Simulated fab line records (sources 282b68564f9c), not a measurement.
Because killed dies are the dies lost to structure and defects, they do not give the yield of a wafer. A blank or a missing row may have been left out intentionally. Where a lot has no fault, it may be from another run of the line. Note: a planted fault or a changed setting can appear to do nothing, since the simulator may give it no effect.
Comparing a struck lot with a sound one :: flow rit_cmos :: 15 out of 202 route steps
Sound: the wafers L948.2, L948.5, L948.6. Wafers L967.3, L967.5, L967.6 were the ones struck. The cause comes at the end.
Per side, at each step with rows, come the tool, then ch with its chambers, and then its first start. Under that, the readings that differ: sound wafers :: struck wafers :: difference of the means :: sigmas: that difference in standard deviations of wafers without a fault.
alike: same words and numbers on both sides, and readings whose means sit less than 2 such deviations apart. not compared: any withheld reading, any reading some wafer has no value for, any bound like >300 that may hide the same value, and any number with overlapping values for which the record gives no deviation.
The two part at a step that has a row with sigmas, a row that says differs or no value, or rows on one side only. Non-overlapping numbers with no deviation appear without sigmas and do not part them. Lack of a reading on every wafer of one side parts them only where that side has two or more wafers.

RIT_GATE_THK_MEAS_07:
  sound: film_metro-01 at day 3 06:48; struck: film_metro-02 at day 7 04:15
  alike: GATE_OXIDE_THK
then, 1 step without rows for these wafers: RIT_GATE_CVD_08 (deposits poly-Si from SiH4, target thk 250 nm, time 2220 s).
RIT_GATE_THK_MEAS_09:
  sound: film_metro-01 at day 3 08:29; struck: film_metro-02 at day 7 06:10
  alike: GATE_POLY_THK
then, 6 steps without rows for these wafers: RIT_GATE_HMDS_10 (prime time 60 s); RIT_GATE_COAT_11 (resist thk 850 nm); RIT_GATE_SOFTBAKE_12 (time 60 s); RIT_GATE_EXPOSE_13 (exposes mask M6, target cd 150 nm); RIT_GATE_PEB_14; RIT_GATE_DEVELOP_15 (develop time 50 s).
RIT_GATE_CD_MEAS_16 targets a cd of 150 nm.
  sound: cd_sem-02 at day 3 09:44; struck: cd_sem-02 at day 7 07:13
  alike: cd_nm
RIT_GATE_OVL_MEAS_17:
  sound: overlay-02 at day 3 09:50; struck: overlay-02 at day 7 07:19
  alike: GATE_OVL
then, 1 step without rows for these wafers: RIT_GATE_HARDBAKE_18 (time 60 s).
RIT_GATE_ETCH_19: etches poly-Si in SF6/CHF3/O2, stops on SiO2, time 165 s, target depth 312.5 nm.
  sound on rie_si-01 ch 0,1,2, day 3 10:01; struck on rie_si-02 ch 0,1,2, day 7 07:29
  no value came back on the struck wafers for any of 6 readings (CHF3_flow_sccm (sccm), O2_flow_sccm (sccm) and others); on the sound wafers CHF3_flow_sccm (sccm) reads 29.84 30.12 29.73
reading: model.NOVOLAK_of_GATE_COAT_11.thk_nm (nm)
sound: 673.2 670.2 673.8
struck: 753.6 755.3 754.6
difference: +82.1
sigmas: 

reading: model.SiO2_of_FOX2_OXIDATION_00.thk_nm (nm)
sound: 237.5 239.6 234.3
struck: 252.4 251.1 254.9
difference: +15.7
sigmas: 
  not compared: rf_hours_counter_h
RIT_GATE_STRIP_20: strips in O2, time 180 s.
  sound on plasma_asher-02 ch 0,1, day 3 10:08; struck on plasma_asher-03 ch 0,1, day 7 07:39
  alike: drypump_motor_current_A
  not compared: rf_hours_counter_h
RIT_GATE_CD_MEAS_90 targets a cd of 150 nm.
  sound: cd_sem-01 at day 3 10:19; struck: cd_sem-01 at day 7 07:49
reading: cd_nm (nm)
sound: 150.7 149.0 149.7
struck: - - -
difference: no value on the struck wafers
sigmas: 

## WHERE THEY PART
At RIT_GATE_ETCH_19 first; at RIT_GATE_CD_MEAS_90 last (within this record only).

WHY: the cause the simulator had injected
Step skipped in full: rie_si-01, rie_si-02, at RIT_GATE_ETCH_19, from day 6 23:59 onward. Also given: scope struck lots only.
